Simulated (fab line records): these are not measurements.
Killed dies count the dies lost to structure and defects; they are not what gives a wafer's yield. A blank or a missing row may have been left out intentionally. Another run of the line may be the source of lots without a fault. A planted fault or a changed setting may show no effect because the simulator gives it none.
Which tool did it? :: flow berkeley_cmos170 :: 14 lots with 42 wafers sampled at 5 steps, on a route of 331 steps

== WHAT THE GAUGES SHOWED, per wafer ==
UCB170_ACTIVE_CD_MEAS_90 targets a cd of 1200 nm.
lot: L449
measured: day 4 19:48
on: cd_sem-01
cd_nm (nm): 1199.9 1200.1 1200.8

lot: L450
measured: day 4 19:55
on: cd_sem-01
cd_nm (nm): 1200.4 1199.2 1199.9

lot: L454
measured: day 5 09:29
on: cd_sem-01
cd_nm (nm): 1200.3 1200.2 1200.7

lot: L455
measured: day 5 14:07
on: cd_sem-02
cd_nm (nm): 1202.3 1201.6 1202.3

lot: L457
measured: day 5 23:17
on: cd_sem-01
cd_nm (nm): 1203.7 1202.5 1203.3

lot: L459
measured: day 6 14:29
on: cd_sem-02
cd_nm (nm): 1198.3 1199.0 1198.9

lot: L458
measured: day 6 14:46
on: cd_sem-01
cd_nm (nm): 1199.3 1197.8 1198.3

lot: L462
measured: day 7 03:23
on: cd_sem-01
cd_nm (nm): 1200.4 1200.4 1200.5

lot: L461
measured: day 7 03:41
on: cd_sem-02
cd_nm (nm): 1201.0 1200.3 1200.4

lot: L464
measured: day 7 11:13
on: cd_sem-01
cd_nm (nm): 1202.0 1201.6 1201.8

lot: L465
measured: day 7 11:13
on: cd_sem-02
cd_nm (nm): 1200.2 1199.0 1197.8

lot: L466
measured: day 7 16:49
on: cd_sem-01
cd_nm (nm): 1199.0 1199.9 1198.9

lot: L471
measured: day 8 18:47
on: cd_sem-02
cd_nm (nm): 1201.2 1202.2 1201.1

lot: L472
measured: day 9 04:44
on: cd_sem-01
cd_nm (nm): 1199.5 1199.4 1199.4

UCB170_FIELD_THK_MEAS_90.
lot: L449
measured: day 5 09:05
on: film_metro-02
FIELD_OXIDE_LEFT_1_THK (nm): 420 423 416

lot: L450
measured: day 5 09:09
on: film_metro-02
FIELD_OXIDE_LEFT_1_THK (nm): 419 421 427

lot: L454
measured: day 6 02:12
on: film_metro-03
FIELD_OXIDE_LEFT_1_THK (nm): 449 443 451

lot: L455
measured: day 6 06:34
on: film_metro-04
FIELD_OXIDE_LEFT_1_THK (nm): 431 425 425

lot: L457
measured: day 6 14:30
on: film_metro-02
FIELD_OXIDE_LEFT_1_THK (nm): 426 418 426

lot: L459
measured: day 7 04:40
on: film_metro-03
FIELD_OXIDE_LEFT_1_THK (nm): 455 448 446

lot: L458
measured: day 7 04:40
on: film_metro-02
FIELD_OXIDE_LEFT_1_THK (nm): 464 459 464

lot: L462
measured: day 7 18:26
on: film_metro-02
FIELD_OXIDE_LEFT_1_THK (nm): 441 445 428

lot: L461
measured: day 7 18:27
on: film_metro-03
FIELD_OXIDE_LEFT_1_THK (nm): 436 434 438

lot: L464
measured: day 8 00:37
on: film_metro-03
FIELD_OXIDE_LEFT_1_THK (nm): 425 439 440

lot: L465
measured: day 8 00:38
on: film_metro-02
FIELD_OXIDE_LEFT_1_THK (nm): 460 453 449

lot: L466
measured: day 8 11:07
on: film_metro-03
FIELD_OXIDE_LEFT_1_THK (nm): 427 434 433

lot: L471
measured: day 9 10:31
on: film_metro-02
FIELD_OXIDE_LEFT_1_THK (nm): 462 453 456

lot: L472
measured: day 9 22:23
on: film_metro-04
FIELD_OXIDE_LEFT_1_THK (nm): 471 465 464

UCB170_PVT_OVL_MEAS_06.
lot: L449
measured: day 5 21:56
on: overlay-02
PVT_OVL (nm): 0 2 -8

lot: L450
measured: day 5 21:35
on: overlay-02
PVT_OVL (nm): -2 -9 0

lot: L454
measured: day 6 20:15
on: overlay-02
PVT_OVL (nm): -4 1 0

lot: L455
measured: day 6 20:01
on: overlay-01
PVT_OVL (nm): 1 2 -1

lot: L457
measured: day 7 04:56
on: overlay-02
PVT_OVL (nm): -2 10 3

lot: L459
measured: day 7 17:58
on: overlay-02
PVT_OVL (nm): -4 9 0

lot: L458
measured: day 7 16:59
on: overlay-02
PVT_OVL (nm): -3 0 -4

lot: L462
measured: day 8 12:53
on: overlay-01
PVT_OVL (nm): - - -

lot: L461
measured: day 8 12:46
on: overlay-02
PVT_OVL (nm): - - -

lot: L464
measured: day 8 17:20
on: overlay-01
PVT_OVL (nm): 6 7 3

lot: L465
measured: day 8 18:01
on: overlay-01
PVT_OVL (nm): 0 -1 0

lot: L466
measured: day 9 06:53
on: overlay-02
PVT_OVL (nm): -4 -4 -5

lot: L471
measured: day 10 05:25
on: overlay-02
PVT_OVL (nm): 5 2 -5

lot: L472
measured: day 10 11:41
on: overlay-02
PVT_OVL (nm): -1 11 -2

UCB170_PVT_TW_MEAS_09.
lot: L449
measured: day 5 22:13
on: film_metro-04
PVT_TW: 506.2 505.1 505.1

lot: L450
measured: day 5 21:52
on: film_metro-02
PVT_TW: 509.0 512.7 510.1

lot: L454
measured: day 6 20:32
on: film_metro-04
PVT_TW: 503.9 503.6 505.1

lot: L455
measured: day 6 20:19
on: film_metro-03
PVT_TW: 511.6 510.5 509.0

lot: L457
measured: day 7 05:13
on: film_metro-04
PVT_TW: 505.3 504.5 504.0

lot: L459
measured: day 7 18:16
on: film_metro-03
PVT_TW: 509.4 506.8 505.8

lot: L458
measured: day 7 17:17
on: film_metro-03
PVT_TW: 509.5 509.2 508.0

lot: L462
measured: day 8 13:10
on: film_metro-03
PVT_TW: 512.7 512.1 511.1

lot: L461
measured: day 8 13:04
on: film_metro-02
PVT_TW: 509.4 513.4 511.2

lot: L464
measured: day 8 17:38
on: film_metro-03
PVT_TW: 509.5 511.5 508.5

lot: L465
measured: day 8 18:19
on: film_metro-03
PVT_TW: 512.7 511.3 512.2

lot: L466
measured: day 9 07:10
on: film_metro-03
PVT_TW: 507.5 508.4 509.2

lot: L471
measured: day 10 05:42
on: film_metro-02
PVT_TW: 510.1 510.2 510.1

lot: L472
measured: day 10 11:58
on: film_metro-03
PVT_TW: 506.1 511.0 512.0

== EACH LOT AND THE TOOL THAT RAN IT (in order: tool; ch and the chambers of the sampled wafers; start) ==
lot: L449
UCB170_PVT_COAT_01: litho_track-02 ch 0, day 5 21:07

lot: L450
UCB170_PVT_COAT_01: litho_track-04 ch 0, day 5 20:46

lot: L454
UCB170_PVT_COAT_01: litho_track-03 ch 0, day 6 19:22

lot: L455
UCB170_PVT_COAT_01: litho_track-02 ch 0, day 6 19:22

lot: L457
UCB170_PVT_COAT_01: litho_track-03 ch 0, day 7 03:56

lot: L459
UCB170_PVT_COAT_01: litho_track-03 ch 0, day 7 16:38

lot: L458
UCB170_PVT_COAT_01: litho_track-02 ch 0, day 7 16:12

lot: L462
UCB170_PVT_COAT_01: litho_track-02, day 8 12:10

lot: L461
UCB170_PVT_COAT_01: litho_track-03, day 8 11:54

lot: L464
UCB170_PVT_COAT_01: litho_track-02 ch 0, day 8 16:39

lot: L465
UCB170_PVT_COAT_01: litho_track-02 ch 0, day 8 17:22

lot: L466
UCB170_PVT_COAT_01: litho_track-03 ch 0, day 9 05:46

lot: L471
UCB170_PVT_COAT_01: litho_track-02 ch 0, day 10 04:37

lot: L472
UCB170_PVT_COAT_01: litho_track-04 ch 0, day 10 10:49
- UCB170_PVT_COAT_01: resist thk 900 nm.

== WHAT THE TOOLS THEMSELVES READ (means of the sampled wafers that have a number; where no wafer has one, the mark that the record gives instead) ==
UCB170_PVT_COAT_01.
lot: L449
tool: litho_track-02
chill_plate_temp_C (C): 22.96
dispense_pressure_kPa (kPa): 48

lot: L450
tool: litho_track-04
chill_plate_temp_C (C): 22.93
dispense_pressure_kPa (kPa): 53

lot: L454
tool: litho_track-03
chill_plate_temp_C (C): 22.94
dispense_pressure_kPa (kPa): 56

lot: L455
tool: litho_track-02
chill_plate_temp_C (C): 23.13
dispense_pressure_kPa (kPa): 48

lot: L457
tool: litho_track-03
chill_plate_temp_C (C): 22.98
dispense_pressure_kPa (kPa): 56

lot: L459
tool: litho_track-03
chill_plate_temp_C (C): 22.92
dispense_pressure_kPa (kPa): 56

lot: L458
tool: litho_track-02
chill_plate_temp_C (C): 22.94
dispense_pressure_kPa (kPa): 48

lot: L462
tool: litho_track-02
chill_plate_temp_C (C): -
dispense_pressure_kPa (kPa): -

lot: L461
tool: litho_track-03
chill_plate_temp_C (C): -
dispense_pressure_kPa (kPa): -

lot: L464
tool: litho_track-02
chill_plate_temp_C (C): 23.08
dispense_pressure_kPa (kPa): 48

lot: L465
tool: litho_track-02
chill_plate_temp_C (C): 23.07
dispense_pressure_kPa (kPa): 48

lot: L466
tool: litho_track-03
chill_plate_temp_C (C): 23.09
dispense_pressure_kPa (kPa): 56

lot: L471
tool: litho_track-02
chill_plate_temp_C (C): 22.99
dispense_pressure_kPa (kPa): 48

lot: L472
tool: litho_track-04
chill_plate_temp_C (C): 22.90
dispense_pressure_kPa (kPa): 53

== THE ANSWER, worked out from the rows above alone ==
Rule: what is usual is taken from the lots themselves. The widest of any qualifying gaps counts: lots, ordered by their means at a reading, are off when they make up no more than a third of the lots, leave a main group of 4 or more, and stand apart from it by 3 or more times the standard deviation of that group's means. Not used: any main group whose means are identical at the precision the tables above print for the reading. Also off: a lot with no number at a reading for which 4 or more lots have one. The other lots that the step has rows for count as sound. Order of review: gauges by route order, followed by the tools' own readings, for which a lot's mean as printed above is used. The first step at which some lot is off is used, and at that step the reading that is off furthest; a lot without a number counts as furthest.
Off: at UCB170_PVT_OVL_MEAS_06 (PVT_OVL), L462, L461. Without a number there: L462, L461. The main group has a mean of 0 nm with a standard deviation of 2.8.
If a tool, at a process step before that reading, ran all the lots that are off and no sound lot after the first of them, it fits. Not tried: the gauges at UCB170_PVT_OVL_MEAS_06; whatever is off there is also off at UCB170_PVT_COAT_01, on other tools, and gauge error can't account for it. No candidate that was tried fits.

== WHAT HAD BEEN PUT IN BY THE SIMULATOR ==
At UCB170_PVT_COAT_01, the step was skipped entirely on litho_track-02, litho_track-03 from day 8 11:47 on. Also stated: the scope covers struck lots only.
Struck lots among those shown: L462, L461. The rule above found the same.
